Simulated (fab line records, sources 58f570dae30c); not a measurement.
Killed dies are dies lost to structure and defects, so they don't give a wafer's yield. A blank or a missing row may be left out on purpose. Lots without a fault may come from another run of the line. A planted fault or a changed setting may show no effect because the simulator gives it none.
Which tool did it? | flow berkeley_cmos170 | 14 lots, 42 wafers sampled, at 4 steps of a route of 331

WHAT THE GAUGES READ, wafer by wafer
UCB170_START_BOW_MEAS_00.
lot  | measured    | on            | INCOMING_BOW (um)
L484 | day 1 10:01 | film_metro-01 | 1 -9 -2
L486 | day 1 20:02 | film_metro-01 | 7 1 -6
L487 | day 2 01:00 | film_metro-01 | -5 16 -1
L488 | day 2 06:01 | film_metro-03 | -1 8 -9
L493 | day 3 07:01 | film_metro-04 | -9 -3 3
L494 | day 3 12:01 | film_metro-01 | -3 2 0
L496 | day 3 22:02 | film_metro-04 | -14 4 4
L498 | day 4 08:02 | film_metro-04 | -3 4 -7
L500 | day 4 18:00 | film_metro-03 | 9 -3 -8
L501 | day 4 23:03 | film_metro-01 | 10 -2 0
L503 | day 5 09:00 | film_metro-03 | 13 2 4
L504 | day 5 14:00 | film_metro-01 | -8 3 -5
L506 | day 6 00:00 | film_metro-04 | -8 -1 -16
L507 | day 6 05:00 | film_metro-04 | 1 2 3

UCB170_PLDD_TW_MEAS_11.
lot  | measured     | on            | PLDD_TW
L484 | day 7 05:53  | film_metro-03 | 1016 1013 1016
L486 | day 7 17:34  | film_metro-04 | 1015 1014 1021
L487 | day 8 06:45  | film_metro-04 | 1021 1020 1024
L488 | day 8 07:24  | film_metro-04 | 1019 1017 1015
L493 | day 9 05:07  | film_metro-04 | 1026 1020 1018
L494 | day 10 02:10 | film_metro-01 | 1018 1013 1013
L496 | day 10 08:40 | film_metro-04 | 1014 1016 1017
L498 | day 10 08:58 | film_metro-01 | 1007 1011 1006
L500 | day 11 08:03 | film_metro-01 | 1011 1013 1013
L501 | day 11 08:25 | film_metro-04 | 1018 1018 1021
L503 | day 11 11:24 | film_metro-03 | 1013 1009 1013
L504 | day 11 15:59 | film_metro-01 | 1011 1016 1006
L506 | day 12 01:11 | film_metro-03 | 1017 1016 1006
L507 | day 12 00:53 | film_metro-03 | 1012 1010 1017

WHICH TOOL RAN EACH LOT (tool, then ch and the chambers of the sampled wafers, then the start)
lot  | UCB170_ZERO_SOFTBAKE_02          | UCB170_ZERO_ETCH_06
L484 | litho_track-01 ch 0, day 1 21:39 | rie_diel-01 ch 1,2,3, day 1 22:36
L486 | litho_track-04 ch 0, day 2 06:29 | rie_diel-03 ch 0,3, day 2 07:06
L487 | litho_track-04 ch 0, day 2 12:25 | rie_diel-01 ch 1,3, day 2 13:05
L488 | litho_track-02 ch 0, day 2 21:31 | rie_diel-04 ch 0,2, day 2 22:02
L493 | litho_track-04 ch 0, day 3 17:48 | rie_diel-03 ch 0,2, day 3 18:26
L494 | litho_track-01 ch 0, day 4 01:42 | rie_diel-03 ch 0,1,2, day 4 02:33
L496 | litho_track-01 ch 0, day 4 11:49 | rie_diel-03 ch 0,2, day 4 12:19
L498 | litho_track-04 ch 0, day 5 01:02 | rie_diel-04 ch 0,1, day 5 02:08
L500 | litho_track-02 ch 0, day 5 06:08 | rie_diel-04 ch 0,2, day 5 06:49
L501 | litho_track-02 ch 0, day 5 11:44 | rie_diel-03 ch 0,1,3, day 5 12:16
L503 | litho_track-02 ch 0, day 5 18:53 | rie_diel-03 ch 1,2, day 5 19:58
L504 | litho_track-02 ch 0, day 6 02:25 | rie_diel-04 ch 0,2,3, day 6 03:39
L506 | litho_track-04 ch 0, day 6 10:32 | rie_diel-04 ch 0,2,3, day 6 12:16
L507 | litho_track-04 ch 0, day 6 16:55 | rie_diel-01 ch 0,1,3, day 6 17:28
- UCB170_ZERO_SOFTBAKE_02: time 60 s.
- UCB170_ZERO_ETCH_06: etches SiO2 in CHF3/CF4/Ar, time 12 s.

WHAT THE TOOLS THEMSELVES READ (means of the sampled wafers that have a number; where no wafer has one, the mark that the record gives instead)
UCB170_ZERO_SOFTBAKE_02.
lot  | tool           | chill_plate_temp_C (C) | heater_power_total_W (W) | run_length_s (s)
L484 | litho_track-01 | 23.02                  | 56.78                    | 89.26
L486 | litho_track-04 | 23.03                  | 56.80                    | 88.95
L487 | litho_track-04 | 22.98                  | 56.84                    | 88.91
L488 | litho_track-02 | 23.20                  | 56.82                    | 88.76
L493 | litho_track-04 | 23.02                  | 56.79                    | 88.84
L494 | litho_track-01 | 23.03                  | 59.73                    | 79.47
L496 | litho_track-01 | 23.04                  | 59.72                    | 79.35
L498 | litho_track-04 | 23.07                  | 56.83                    | 88.88
L500 | litho_track-02 | 23.08                  | 56.83                    | 88.79
L501 | litho_track-02 | 23.05                  | 56.81                    | 88.77
L503 | litho_track-02 | 23.00                  | 56.84                    | 88.85
L504 | litho_track-02 | 23.12                  | 56.78                    | 88.75
L506 | litho_track-04 | 22.81                  | 56.78                    | 88.88
L507 | litho_track-04 | 23.00                  | 56.86                    | 88.95

UCB170_ZERO_ETCH_06.
lot  | tool        | chamber_pressure_mTorr (mTorr) | drypump_motor_current_A (A) | oes_product_au (a.u.) | throttle_valve_pct (%)
L484 | rie_diel-01 | 100.11                         | 5.2                         | 0.618                 | 9.41
L486 | rie_diel-03 | 99.99                          | 5.9                         | 0.624                 | 9.19
L487 | rie_diel-01 | 100.11                         | 5.4                         | 0.626                 | 9.39
L488 | rie_diel-04 | 99.99                          | 5.1                         | 0.610                 | 9.38
L493 | rie_diel-03 | 100.02                         | 5.1                         | 0.612                 | 9.07
L494 | rie_diel-03 | 100.10                         | 5.4                         | 0.624                 | 9.10
L496 | rie_diel-03 | 99.90                          | 5.2                         | 0.621                 | 9.17
L498 | rie_diel-04 | 100.04                         | 5.4                         | 0.616                 | 9.32
L500 | rie_diel-04 | 100.02                         | 5.1                         | 0.610                 | 9.38
L501 | rie_diel-03 | 100.03                         | 5.8                         | 0.615                 | 9.16
L503 | rie_diel-03 | 99.95                          | 5.6                         | 0.601                 | 9.02
L504 | rie_diel-04 | 100.01                         | 5.2                         | 0.616                 | 9.32
L506 | rie_diel-04 | 100.09                         | 5.2                         | 0.608                 | 9.32
L507 | rie_diel-01 | 100.02                         | 5.4                         | 0.620                 | 9.40

THE ANSWER, worked out from the rows above alone
Rule: what is usual is taken from the lots themselves. Put in order of their means at a reading, lots are off if they are a third of the lots or fewer, leave a main group of 4 or more, and stand apart from it by a gap of 3 or more times the standard deviation of the main group's means; of several such gaps the widest counts. A main group whose means are all the same, to the digits that the tables above print for the reading, isn't used. A lot without any number at a reading at which 4 lots or more have one is off too. The other lots that the step has rows for count as sound. The gauges are gone through in route order, then the tools' own readings, and for those a lot's mean is taken as printed above. The first step at which some lot is off is used, and at that step the reading that is off furthest; a lot without a number counts as furthest.
Off: L494, L496, at UCB170_ZERO_SOFTBAKE_02 (heater_power_total_W). The main group: mean 56.81 W, standard deviation 0.026.
A tool fits if, at that step or a process step before it, it ran every lot that is off, and no sound lot after the first of them. One fits: litho_track-01 at UCB170_ZERO_SOFTBAKE_02. Its last sound lot is L484 (day 1 21:39), its first lot that is off L494 (day 4 01:42): a fault that began between those two fits.
The tool's own readings at UCB170_ZERO_SOFTBAKE_02 bear it out: on the lots that are off they differ by more than 5 times the standard deviation of the sound lots' means. heater_power_total_W reads 59.72 W there against 56.81 W on the sound lots; run_length_s reads 79.41 s there against 88.88 s on the sound lots.

WHAT THE SIMULATOR HAD PUT IN
Process parameter drift: litho_track-01, from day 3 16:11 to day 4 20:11, at UCB170_ZERO_SOFTBAKE_02. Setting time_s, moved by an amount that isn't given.
Lots struck among those shown: L494, L496. The rule above found the same.
